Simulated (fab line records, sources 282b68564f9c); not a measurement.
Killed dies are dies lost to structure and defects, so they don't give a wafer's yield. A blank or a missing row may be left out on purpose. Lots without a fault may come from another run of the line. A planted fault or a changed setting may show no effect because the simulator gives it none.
Which tool did it? | flow rit_cmos | 13 lots, 39 wafers sampled, at 2 steps of a route of 202

WHAT THE GAUGES READ, wafer by wafer
RIT_ACTIVE_CD_MEAS_11: target cd 1400 nm.
lot  | measured    | on        | cd_nm (nm)
L765 | day 1 15:10 | cd_sem-01 | 1398.8 1397.3 1398.7
L766 | day 1 19:35 | cd_sem-02 | 1400.9 1400.4 1400.7
L768 | day 2 05:34 | cd_sem-02 | 1400.0 1399.8 1400.3
L770 | day 2 15:34 | cd_sem-01 | 1401.1 1398.5 1400.3
L772 | day 3 01:46 | cd_sem-02 | 1402.3 1403.3 1400.5
L774 | day 3 11:35 | cd_sem-01 | 1401.4 1400.4 1402.7
L775 | day 3 16:26 | cd_sem-01 | 1400.0 1399.6 1399.3
L776 | day 3 21:35 | cd_sem-02 | 1402.7 1401.2 1401.2
L777 | day 4 02:58 | cd_sem-01 | 1279.1 1280.3 1279.1
L780 | day 4 17:28 | cd_sem-02 | 1399.6 1398.4 1400.5
L781 | day 4 22:36 | cd_sem-01 | 1400.6 1397.7 1399.5
L787 | day 6 05:21 | cd_sem-02 | 1399.2 1398.0 1397.9
L788 | day 6 10:47 | cd_sem-02 | 1401.8 1397.7 1402.8

WHICH TOOL RAN EACH LOT (tool, then ch and the chambers of the sampled wafers, then the start)
lot  | RIT_ACTIVE_EXPOSE_08
L765 | iline_stepper-02 ch 0, day 1 14:46
L766 | iline_stepper-01 ch 0, day 1 19:11
L768 | iline_stepper-01 ch 0, day 2 05:10
L770 | iline_stepper-01 ch 0, day 2 15:10
L772 | iline_stepper-02 ch 0, day 3 01:22
L774 | iline_stepper-01 ch 0, day 3 11:11
L775 | iline_stepper-01 ch 0, day 3 16:02
L776 | iline_stepper-02 ch 0, day 3 21:11
L777 | iline_stepper-02 ch 0, day 4 02:34
L780 | iline_stepper-02 ch 0, day 4 17:04
L781 | iline_stepper-01 ch 0, day 4 22:12
L787 | iline_stepper-01 ch 0, day 6 04:52
L788 | iline_stepper-02 ch 0, day 6 10:22
- RIT_ACTIVE_EXPOSE_08: exposes mask M1, target cd 1400 nm.

WHAT THE TOOLS THEMSELVES READ (means of the sampled wafers that have a number; where no wafer has one, the mark that the record gives instead)
The record holds no such reading with a usual standard deviation.

THE ANSWER, worked out from the rows above alone
Rule: what is usual is taken from the lots themselves. Put in order of their means at a reading, lots are off if they are a third of the lots or fewer, leave a main group of 4 or more, and stand apart from it by a gap of 3 or more times the standard deviation of the main group's means; of several such gaps the widest counts. A main group whose means are all the same, to the digits that the tables above print for the reading, isn't used. A lot without any number at a reading at which 4 lots or more have one is off too. The other lots that the step has rows for count as sound. The gauges are gone through in route order, then the tools' own readings, and for those a lot's mean is taken as printed above. The first step at which some lot is off is used, and at that step the reading that is off furthest; a lot without a number counts as furthest.
Off: L777, at RIT_ACTIVE_CD_MEAS_11 (cd_nm). The main group: mean 1400.1 nm, standard deviation 1.2.
A tool fits if, at a process step before that reading, it ran every lot that is off, and no sound lot after the first of them. The gauges at RIT_ACTIVE_CD_MEAS_11 are tried like those tools. None of those tried fits.

WHAT THE SIMULATOR HAD PUT IN
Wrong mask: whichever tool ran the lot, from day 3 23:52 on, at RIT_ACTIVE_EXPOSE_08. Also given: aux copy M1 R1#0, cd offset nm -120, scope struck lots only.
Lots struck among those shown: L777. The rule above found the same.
